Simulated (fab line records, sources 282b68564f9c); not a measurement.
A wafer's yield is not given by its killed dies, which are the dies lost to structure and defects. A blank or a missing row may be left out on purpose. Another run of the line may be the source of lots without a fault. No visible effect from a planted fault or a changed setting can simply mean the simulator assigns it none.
Split-lot trial || flow ritCmos || 23 wafers read from 5 lots, route of 202 steps

THE SPLIT ITSELF
At RIT_NSD_IMPLANT_08, the setting energyKev was moved away from the recipe's 25 on 5 of the 23 wafers read, by -1.5% to +3.3%. This setting was run at the recipe's value on the other wafers.

The reading comes from the split's own step.

THE READING
The simulator's own value implant.drpNm, read by no gauge, in nm at RIT_NSD_IMPLANT_08. No usual value for it is given in the file.

{"wafer": "L076.1", "tool, chamber at the split": "implanter-04, 0", "energyKev as run": 25, "against the recipe": "recipe", "implant.drpNm, nm": 14.84, "against lot-mates on the recipe": "-"}
{"wafer": "L076.2", "tool, chamber at the split": "implanter-04, 0", "energyKev as run": 25, "against the recipe": "recipe", "implant.drpNm, nm": 14.84, "against lot-mates on the recipe": "-"}
{"wafer": "L076.3", "tool, chamber at the split": "implanter-04, 0", "energyKev as run": 25, "against the recipe": "recipe", "implant.drpNm, nm": 14.84, "against lot-mates on the recipe": "-"}
{"wafer": "L076.4", "tool, chamber at the split": "implanter-04, 0", "energyKev as run": 25, "against the recipe": "recipe", "implant.drpNm, nm": 14.84, "against lot-mates on the recipe": "-"}
{"wafer": "L076.6", "tool, chamber at the split": "implanter-04, 0", "energyKev as run": 25, "against the recipe": "recipe", "implant.drpNm, nm": 14.84, "against lot-mates on the recipe": "-"}
{"wafer": "L079.1", "tool, chamber at the split": "implanter-01, 0", "energyKev as run": 25.83, "against the recipe": "+3.3%", "implant.drpNm, nm": 15.13, "against lot-mates on the recipe": "+0.29"}
{"wafer": "L079.3", "tool, chamber at the split": "implanter-01, 0", "energyKev as run": 25.83, "against the recipe": "+3.3%", "implant.drpNm, nm": 15.13, "against lot-mates on the recipe": "+0.29"}
{"wafer": "L079.4", "tool, chamber at the split": "implanter-01, 0", "energyKev as run": 25.83, "against the recipe": "+3.3%", "implant.drpNm, nm": 15.13, "against lot-mates on the recipe": "+0.29"}
{"wafer": "L079.5", "tool, chamber at the split": "implanter-01, 0", "energyKev as run": 25, "against the recipe": "recipe", "implant.drpNm, nm": 14.84, "against lot-mates on the recipe": "-"}
{"wafer": "L079.6", "tool, chamber at the split": "implanter-01, 0", "energyKev as run": 25, "against the recipe": "recipe", "implant.drpNm, nm": 14.84, "against lot-mates on the recipe": "-"}
{"wafer": "L080.1", "tool, chamber at the split": "implanter-02, 0", "energyKev as run": 25, "against the recipe": "recipe", "implant.drpNm, nm": 14.84, "against lot-mates on the recipe": "-"}
{"wafer": "L080.2", "tool, chamber at the split": "implanter-02, 0", "energyKev as run": 25, "against the recipe": "recipe", "implant.drpNm, nm": 14.84, "against lot-mates on the recipe": "-"}
{"wafer": "L080.6", "tool, chamber at the split": "implanter-02, 0", "energyKev as run": 25, "against the recipe": "recipe", "implant.drpNm, nm": 14.84, "against lot-mates on the recipe": "-"}
{"wafer": "L082.1", "tool, chamber at the split": "implanter-01, 0", "energyKev as run": 25, "against the recipe": "recipe", "implant.drpNm, nm": 14.84, "against lot-mates on the recipe": "-"}
{"wafer": "L082.2", "tool, chamber at the split": "implanter-01, 0", "energyKev as run": 25, "against the recipe": "recipe", "implant.drpNm, nm": 14.84, "against lot-mates on the recipe": "-"}
{"wafer": "L082.4", "tool, chamber at the split": "implanter-01, 0", "energyKev as run": 25, "against the recipe": "recipe", "implant.drpNm, nm": 14.84, "against lot-mates on the recipe": "-"}
{"wafer": "L082.3", "tool, chamber at the split": "implanter-01, 0", "energyKev as run": 24.62, "against the recipe": "-1.5%", "implant.drpNm, nm": 14.7, "against lot-mates on the recipe": -0.14}
{"wafer": "L082.6", "tool, chamber at the split": "implanter-01, 0", "energyKev as run": 24.62, "against the recipe": "-1.5%", "implant.drpNm, nm": 14.7, "against lot-mates on the recipe": -0.14}
{"wafer": "L085.1", "tool, chamber at the split": "implanter-02, 0", "energyKev as run": 25, "against the recipe": "recipe", "implant.drpNm, nm": 14.84, "against lot-mates on the recipe": "-"}
{"wafer": "L085.2", "tool, chamber at the split": "implanter-02, 0", "energyKev as run": 25, "against the recipe": "recipe", "implant.drpNm, nm": 14.84, "against lot-mates on the recipe": "-"}
{"wafer": "L085.3", "tool, chamber at the split": "implanter-02, 0", "energyKev as run": 25, "against the recipe": "recipe", "implant.drpNm, nm": 14.84, "against lot-mates on the recipe": "-"}
{"wafer": "L085.4", "tool, chamber at the split": "implanter-02, 0", "energyKev as run": 25, "against the recipe": "recipe", "implant.drpNm, nm": 14.84, "against lot-mates on the recipe": "-"}
{"wafer": "L085.6", "tool, chamber at the split": "implanter-02, 0", "energyKev as run": 25, "against the recipe": "recipe", "implant.drpNm, nm": 14.84, "against lot-mates on the recipe": "-"}

FIT RESULTS
A straight line over all 23 wafers: implant.drpNm changes by +0.0881 nm for each +1% of energyKev; r = +1.00; the points scatter about the line by 0.0019 nm.
The same after taking each lot's own level away (the mean of its wafers on the recipe; 23 wafers): +0.0881 nm for each +1%; r = +1.00; scatter 0.0019 nm.
The reading moves by 0.29 nm for the largest change in energyKev, on that fit.
The lots' own levels span 14.840 to 14.840 nm.
Consequently the slope shifts little with the lot-to-lot level, the two slopes agreeing.
Check: for one of the wafers moved furthest among these (+3.3%), held out of the fit, the line's prediction against its lot-mates is +0.292 nm. Against them it came out at +0.29 nm.

ADDITIONAL SPLITS CARRIED BY THESE WAFERS
These wafers also went through other splits before the reading. Each is held against what the fit with the lots' levels taken away leaves over:
{"other split on the same wafers": "RIT_ACTIVE_COAT_06 resistThkNm", "wafers away from the commonest value": 8, "r with implant.drpNm (lot level and that fit taken away)": -0.06}
{"other split on the same wafers": "RIT_ACTIVE_HARDBAKE_12 tempC", "wafers away from the commonest value": 9, "r with implant.drpNm (lot level and that fit taken away)": "+0.27"}
{"other split on the same wafers": "RIT_NWELL_IMPLANT_08 doseCm2", "wafers away from the commonest value": 9, "r with implant.drpNm (lot level and that fit taken away)": -0.26}
{"other split on the same wafers": "RIT_PRETRO_SOFTBAKE_02 tempC", "wafers away from the commonest value": 8, "r with implant.drpNm (lot level and that fit taken away)": -0.15}
{"other split on the same wafers": "RIT_PRETRO_DEVELOP_05 developTimeS", "wafers away from the commonest value": 9, "r with implant.drpNm (lot level and that fit taken away)": "+0.14"}
{"other split on the same wafers": "RIT_GATE_EXPOSE_13 doseMj", "wafers away from the commonest value": 6, "r with implant.drpNm (lot level and that fit taken away)": "+0.04"}
{"other split on the same wafers": "RIT_GATE_ETCH_19 timeS", "wafers away from the commonest value": 9, "r with implant.drpNm (lot level and that fit taken away)": -0.43}
{"other split on the same wafers": "RIT_NLDD_IMPLANT_08 doseCm2", "wafers away from the commonest value": 12, "r with implant.drpNm (lot level and that fit taken away)": -0.31}
{"other split on the same wafers": "RIT_PLDD_IMPLANT_08 energyKev", "wafers away from the commonest value": 9, "r with implant.drpNm (lot level and that fit taken away)": -0.15}

THE FILE'S OWN FIT
implant.drpNm changes by +0.0891 nm for each +1% of energyKev, r = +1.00.
